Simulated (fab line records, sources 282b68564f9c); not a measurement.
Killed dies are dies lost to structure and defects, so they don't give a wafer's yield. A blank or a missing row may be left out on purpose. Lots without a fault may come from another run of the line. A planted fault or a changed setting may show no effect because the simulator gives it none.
Which tool did it? | flow rit_cmos | 8 lots, 24 wafers sampled, at 2 steps of a route of 202

WHAT THE GAUGES READ, wafer by wafer
RIT_GATE_OVL_MEAS_17.
lot  | measured    | on         | GATE_OVL (nm)
L590 | day 3 03:14 | overlay-02 | -0.3 -0.4 0.0
L592 | day 3 15:53 | overlay-02 | 0.7 0.6 -1.1
L595 | day 4 02:50 | overlay-01 | -0.5 -0.1 -0.8
L598 | day 4 16:38 | overlay-01 | -2.3 -2.8 -2.6
L602 | day 5 09:01 | overlay-01 | 238.7 238.6 239.2
L605 | day 6 04:26 | overlay-01 | 239.6 238.4 238.0
L607 | day 6 10:10 | overlay-01 | -0.8 0.0 -0.2
L612 | day 7 11:43 | overlay-02 | 0.4 0.9 1.5

WHICH TOOL RAN EACH LOT (tool, then ch and the chambers of the sampled wafers, then the start)
lot  | RIT_GATE_EXPOSE_13
L590 | iline_stepper-02 ch 0, day 3 02:44
L592 | iline_stepper-01 ch 0, day 3 15:22
L595 | iline_stepper-01 ch 0, day 4 02:16
L598 | iline_stepper-01 ch 0, day 4 16:07
L602 | iline_stepper-02 ch 0, day 5 08:31
L605 | iline_stepper-02 ch 0, day 6 03:52
L607 | iline_stepper-01 ch 0, day 6 09:40
L612 | iline_stepper-01 ch 0, day 7 11:12
- RIT_GATE_EXPOSE_13: exposes mask M6, target cd 150 nm.

THE ANSWER, worked out from the rows above alone
Rule: what is usual is taken from the lots themselves. Put in order of their means at a reading, lots are off if they are a third of the lots or fewer, leave a main group of 4 or more, and stand apart from it by a gap of 3 or more times the standard deviation of the main group's means; of several such gaps the widest counts. A main group whose means are all the same, to the digits that the tables above print for the reading, isn't used. A lot without any number at a reading at which 4 lots or more have one is off too. The other lots that the step has rows for count as sound.
Off: L602, L605, at RIT_GATE_OVL_MEAS_17 (GATE_OVL). The main group: mean -0.4 nm, standard deviation 1.1.
A tool fits if, at a process step before that reading, it ran every lot that is off, and no sound lot after the first of them. The gauges at RIT_GATE_OVL_MEAS_17 are tried like those tools. One fits: iline_stepper-02 at RIT_GATE_EXPOSE_13. Its last sound lot is L590 (day 3 02:44), its first lot that is off L602 (day 5 08:31): a fault that began between those two fits.

WHAT THE SIMULATOR HAD PUT IN
Scanner matching overlay: iline_stepper-02, from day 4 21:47 on, at RIT_GATE_EXPOSE_13. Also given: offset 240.
Lots struck among those shown: L602, L605. The rule above found the same.
